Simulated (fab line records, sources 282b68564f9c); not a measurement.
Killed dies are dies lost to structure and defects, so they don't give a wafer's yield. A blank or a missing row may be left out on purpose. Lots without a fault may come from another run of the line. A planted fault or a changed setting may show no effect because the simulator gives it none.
fab line records | flow rit_cmos
record lots=14 wafers=42 last_day=7
route steps=202 shown SILICIDE@165 CONTACT@173 M1@198
lots that met no fault: from a run of the same line without faults
start_h: hours from the record's first day to the start of the lot's first wafer shown | wait_h: hours since the lot's step before | " the same as in the row above | L1.1+2: a row that stands for several wafers | - no value, or no start given | * or withheld: withheld | < > ~ a bound
route shown NAME@n: a module of which the file shows steps, and the number in the route of the first | usual: mean/standard deviation of fault-free wafers | same: alike in all rows | chamber/n: place in a boat | sites: the reading at each site | _std_site: their standard deviation | _edge_site: outer sites' mean less inner sites' | radius_mm: how far each site lies from the wafer's centre | mask NAME#n: copy n | behind: the tool/chamber that last shaped the wafer | hold: why the lot was held/for how many hours/how that ended | device: the transistor (n, p or np) that didn't switch | end of line: the same wafers' tests at the end of the route | a step without rows: its recipe alone | killed: dies lost to structure and defects at the first sort, not the wafer's yield | map: a wafer's dies, x killed, . not, _ none there
set.NAME: the setting as run; set.NAME@STEP: as run at that earlier step | model.NAME: the simulator's own value behind a step, which no gauge read
steps of the route over a sample of lots; a table a step, a row a wafer
services: from which hour (start_h, from the record's first day; less than 0 if before it) a tool's chamber was out of use, for how many hours, and why
## steps
# step RIT_SILICIDE_RTA_04
# recipe temp_c=650 time_s=10 idle_temp_c=25 ramp_up_s=5 ramp_down_s=5 cool_to_c=25 ambient=N2
# usual wafer_temp_C_max=652.3/0.97
# columns lot.wafer tool chamber start_h wait_h wafer_temp_C_max
L275.1 rtp_anneal-02 0 50.21 0.1 650.7
L275.3 " 0 " " 651.6
L275.6 " 0 " " 651.6
L276.1 rtp_anneal-01 0 59.67 0.1 652.6
L276.2 " 0 " " 651.9
L276.6 " 0 " " 653.6
L277.2 rtp_anneal-02 0 62.00 0.1 651.0
L277.3 " 0 " " 651.9
L277.4 " 0 " " 651.8
L278.1 rtp_anneal-01 0 66.11 0.1 653.6
L278.3 " 0 " " 653.2
L278.4 " 0 " " 653.0
L279.1 rtp_anneal-02 0 70.25 0.1 651.8
L279.3 " 0 " " 651.6
L279.4 " 0 " " 651.9
L280.2 rtp_anneal-01 0 75.41 0.1 654.6
L280.3 " 0 " " 652.5
L280.4 " 0 " " 652.7
L283.1 rtp_anneal-02 0 91.07 0.1 651.4
L283.2 " 0 " " 652.1
L283.6 " 0 " " 652.1
L284.1 rtp_anneal-01 0 96.30 0.1 653.9
L284.3 " 0 " " 654.1
L284.4 " 0 " " 653.7
L285.1 rtp_anneal-02 0 99.46 0.1 652.0
L285.2 " 0 " " 651.0
L285.6 " 0 " " 652.1
L288.2 rtp_anneal-01 0 117.66 0.1 652.9
L288.4 " 0 " " 652.9
L288.5 " 0 " " 653.7
L295.2 rtp_anneal-01 0 150.82 0.1 653.6
L295.3 " 0 " " 652.6
L295.5 " 0 " " 653.1
L296.3 rtp_anneal-02 0 156.43 0.1 650.6
L296.4 " 0 " " 652.0
L296.6 " 0 " " 651.4
L297.2 rtp_anneal-02 0 161.48 0.1 651.5
L297.4 " 0 " " 651.9
L297.5 " 0 " " 651.3
L298.2 rtp_anneal-02 0 165.94 0.1 651.7
L298.4 " 0 " " 651.3
L298.6 " 0 " " 651.9
# step RIT_CONTACT_EXPOSE_05
# recipe mask_id=M11 na=0.6 source_shape=conventional sigma_outer=0.5 target_cd_nm=1000 dose_mj=250
# usual exposure_dose_mJ_cm2=249.95/0.29 focus_offset_nm=0.0/0.5
# columns lot.wafer tool chamber start_h wait_h mask exposure_dose_mJ_cm2 focus_offset_nm
L275.1 iline_stepper-02 0 51.07 0.2 M11#0 249.74 0.3
L275.3 " 0 " " M11#0 249.68 -0.2
L275.6 " 0 " " M11#0 249.82 0.5
L276.1 iline_stepper-02 0 60.40 0.1 M11#0 250.12 0.0
L276.2 " 0 " " M11#0 249.99 0.4
L276.6 " 0 " " M11#0 249.97 0.0
L277.2 iline_stepper-01 0 62.98 0.2 M11#0 249.97 -0.7
L277.3 " 0 " " M11#0 249.89 -0.9
L277.4 " 0 " " M11#0 250.01 -1.0
L278.1 iline_stepper-01 0 66.86 0.1 M11#0 249.54 0.8
L278.3 " 0 " " M11#0 249.33 0.1
L278.4 " 0 " " M11#0 249.70 0.4
L279.1 iline_stepper-01 0 71.02 0.1 M11#0 250.49 0.1
L279.3 " 0 " " M11#0 250.38 -0.1
L279.4 " 0 " " M11#0 250.35 0.2
L280.2 iline_stepper-01 0 76.24 0.1 M11#0 250.08 0.5
L280.3 " 0 " " M11#0 250.27 0.3
L280.4 " 0 " " M11#0 249.98 0.9
L283.1 iline_stepper-02 0 91.80 0.1 M11#0 250.37 0.1
L283.2 " 0 " " M11#0 250.12 0.2
L283.6 " 0 " " M11#0 249.75 0.0
L284.1 iline_stepper-02 0 97.04 0.1 M11#0 249.85 0.1
L284.3 " 0 " " M11#0 249.90 0.2
L284.4 " 0 " " M11#0 249.52 0.7
L285.1 iline_stepper-02 0 100.19 0.1 M11#0 249.64 0.6
L285.2 " 0 " " M11#0 249.63 -0.5
L285.6 " 0 " " M11#0 249.96 0.6
L288.2 iline_stepper-01 0 118.60 0.2 M11#0 250.44 -0.9
L288.4 " 0 " " M11#0 249.76 -0.6
L288.5 " 0 " " M11#0 250.06 -0.6
L295.2 iline_stepper-02 - 151.69 0.2 M11#0 - -
L295.3 " - " " M11#0 - -
L295.5 " - " " M11#0 - -
L296.3 iline_stepper-01 - 157.57 0.2 M11#0 - -
L296.4 " - " " M11#0 - -
L296.6 " - " " M11#0 - -
L297.2 iline_stepper-02 0 162.35 0.2 M11#0 250.07 -0.4
L297.4 " 0 " " M11#0 249.92 -0.2
L297.5 " 0 " " M11#0 249.68 1.3
L298.2 iline_stepper-02 0 166.69 0.1 M11#0 249.92 -0.6
L298.4 " 0 " " M11#0 250.35 -0.4
L298.6 " 0 " " M11#0 249.73 -0.4
# step RIT_CONTACT_STRIP_12
# recipe chemistry=O2 time_s=180 resist=NOVOLAK platen_temp_c=withheld power_w=500 pressure_mtorr=4000 o2_flow_sccm=4000
# usual drypump_motor_current_A=5.4/0.47 o2_flow_sccm=4000/11
# columns lot.wafer tool chamber start_h wait_h drypump_motor_current_A o2_flow_sccm rf_hours_counter_h
L275.1 plasma_asher-02 1 52.17 0.1 5.8 4008 43
L275.3 " 1 " " 5.8 4021 -
L275.6 " 1 " " 5.8 4017 -
L276.1 plasma_asher-02 0 61.42 0.1 5.9 3997 43
L276.2 " 1 " " 5.9 3993 43
L276.6 " 1 " " 5.8 4013 -
L277.2 plasma_asher-02 0 64.12 0.1 5.9 3986 44
L277.3 " 0 " " 5.9 3976 -
L277.4 " 1 " " 5.9 3989 -
L278.1 plasma_asher-04 1 67.88 0.1 5.8 4008 28
L278.3 " 0 " " 5.3 3990 -
L278.4 " 1 " " 5.8 3987 -
L279.1 plasma_asher-02 1 72.04 0.1 5.8 4013 45
L279.3 " 0 " " 5.9 3990 -
L279.4 " 1 " " 5.8 4013 -
L280.2 plasma_asher-04 1 77.24 0.1 5.8 4011 29
L280.3 " 1 " " 5.8 4005 -
L280.4 " 0 " " 5.3 3993 -
L283.1 plasma_asher-04 1 92.82 0.1 5.8 4006 30
L283.2 " 0 " " 5.3 3979 30
L283.6 " 0 " " 5.3 3990 -
L284.1 plasma_asher-01 0 98.05 0.1 4.6 3990 45
L284.3 " 1 " " 5.2 4005 -
L284.4 " 0 " " 4.7 4020 -
L285.1 plasma_asher-01 0 101.21 0.1 4.6 3982 45
L285.2 " 1 " " 5.2 4004 45
L285.6 " 0 " " 4.6 3982 -
L288.2 plasma_asher-04 0 119.66 0.1 5.3 4006 33
L288.4 " 0 " " 5.3 3987 -
L288.5 " 0 " " 5.3 4001 -
L295.2 plasma_asher-01 0 152.81 0.1 4.7 4008 51
L295.3 " 1 " " 5.2 3990 -
L295.5 " 0 " " 4.7 4010 -
L296.3 plasma_asher-01 1 158.60 0.2 5.2 3981 -
L296.4 " 0 " " 4.6 3996 -
L296.6 " 1 " " 5.2 4001 -
L297.2 plasma_asher-01 1 163.41 0.1 5.2 4015 52
L297.4 " 0 " " 4.7 3998 -
L297.5 " 1 " " 5.2 3998 -
L298.2 plasma_asher-02 1 167.69 0.1 5.8 4014 6
L298.4 " 1 " " 5.8 3995 -
L298.6 " 0 " " 5.9 4014 -
# step RIT_M1_STRIP_14
# recipe chemistry=O2 time_s=180 platen_temp_c=withheld power_w=500 pressure_mtorr=4000 o2_flow_sccm=4000
# usual drypump_motor_current_A=5.6/0.48 o2_flow_sccm=4001/12
# columns lot.wafer tool chamber start_h wait_h drypump_motor_current_A o2_flow_sccm rf_hours_counter_h
L275.1 plasma_asher-01 0 55.03 0.0 4.7 3978 41
L275.3 " 1 " " 5.1 3990 -
L275.6 " 0 " " 4.7 3972 -
L276.1 plasma_asher-01 1 64.29 0.0 5.2 4004 42
L276.2 " 0 " " 4.7 3992 42
L276.6 " 1 " " 5.2 4022 -
L277.2 plasma_asher-03 1 67.02 0.0 5.8 3995 40
L277.3 " 0 " " 5.9 4018 -
L277.4 " 1 " " 5.8 4003 -
L278.1 plasma_asher-03 1 70.76 0.0 5.8 3998 41
L278.3 " 0 " " 5.9 3976 -
L278.4 " 1 " " 5.8 3976 -
L279.1 plasma_asher-01 0 74.81 0.0 4.7 3999 43
L279.3 " 1 " " 5.2 4015 -
L279.4 " 0 " " 4.6 4017 -
L280.2 plasma_asher-02 1 80.00 0.0 5.8 4016 46
L280.3 " 0 " " 5.9 3982 -
L280.4 " 1 " " 5.8 4007 -
L283.1 plasma_asher-02 1 95.58 0.0 5.8 4024 47
L283.2 " 0 " " 5.9 3998 47
L283.6 " 0 " " 5.9 4000 -
L284.1 plasma_asher-02 0 100.94 0.0 5.9 3987 48
L284.3 " 0 " " 5.9 4004 -
L284.4 " 1 " " 5.8 4004 -
L285.1 plasma_asher-02 0 103.97 0.0 5.9 3993 48
L285.2 " 1 " " 5.8 3988 48
L285.6 " 0 " " 5.9 3994 -
L288.2 plasma_asher-03 1 122.73 0.0 5.8 4004 46
L288.4 " 0 " " 6.0 4006 -
L288.5 " 1 " " 5.9 4016 -
L297.2 plasma_asher-01 1 166.49 0.0 5.2 3992 53
L297.4 " 0 " " 4.7 4015 -
L297.5 " 0 " " 4.7 3999 -
L298.2 plasma_asher-02 1 170.71 0.0 5.9 3991 6
L298.4 " 0 " " 5.9 4022 -
L298.6 " 0 " " 5.9 4017 -
## services
# columns tool chamber start_h hours kind
iline_stepper-01 - 90.49 1.7 pm
plasma_asher-02 - 108.75 9.0 pm
plasma_asher-02 0 108.75 9.0 vent_cycle
plasma_asher-02 1 108.75 9.0 vent_cycle
plasma_asher-02 0 117.75 - clean
plasma_asher-02 1 117.75 - clean
iline_stepper-02 - 126.80 1.7 pm
rtp_anneal-01 - 130.25 1.1 pm
rtp_anneal-01 - 152.92 5.1 pm
## key
first_sign step=RIT_CONTACT_EXPOSE_05 reading=tool_record direction=missing
effect none on later readings
met_at RIT_CONTACT_EXPOSE_05
struck_lots L295,L296
later_rows_left_out L295.2,L295.3,L295.5,L296.3,L296.4,L296.6
sort_left_out L295.2,L295.3,L295.5,L296.3,L296.4,L296.6
tester_left_out L295,L296
not_acting_at RIT_SILICIDE_RTA_04,RIT_CONTACT_STRIP_12,RIT_M1_STRIP_14
onset_between 118.60 151.69
fault kind=skipped_step_whole tool=iline_stepper-01,iline_stepper-02 chamber=- onset_h=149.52 steps=RIT_CONTACT_EXPOSE_05 scope=struck_lots_only
# tester_left_out: of these lots the tester's yield and bins aren't shown, on N5 and GAA mostly nor the transistor test; their killed dies are dies lost to structure and defects alone, not to doping, threshold or leakage, so they don't give the yield
# sort_left_out: the simulated sort isn't trusted on such a fault, so these wafers' sort isn't shown, and their yield isn't known
# later_rows_left_out: the simulator's readings of these wafers behind a module that went badly wrong aren't trusted and aren't shown, but for the sort
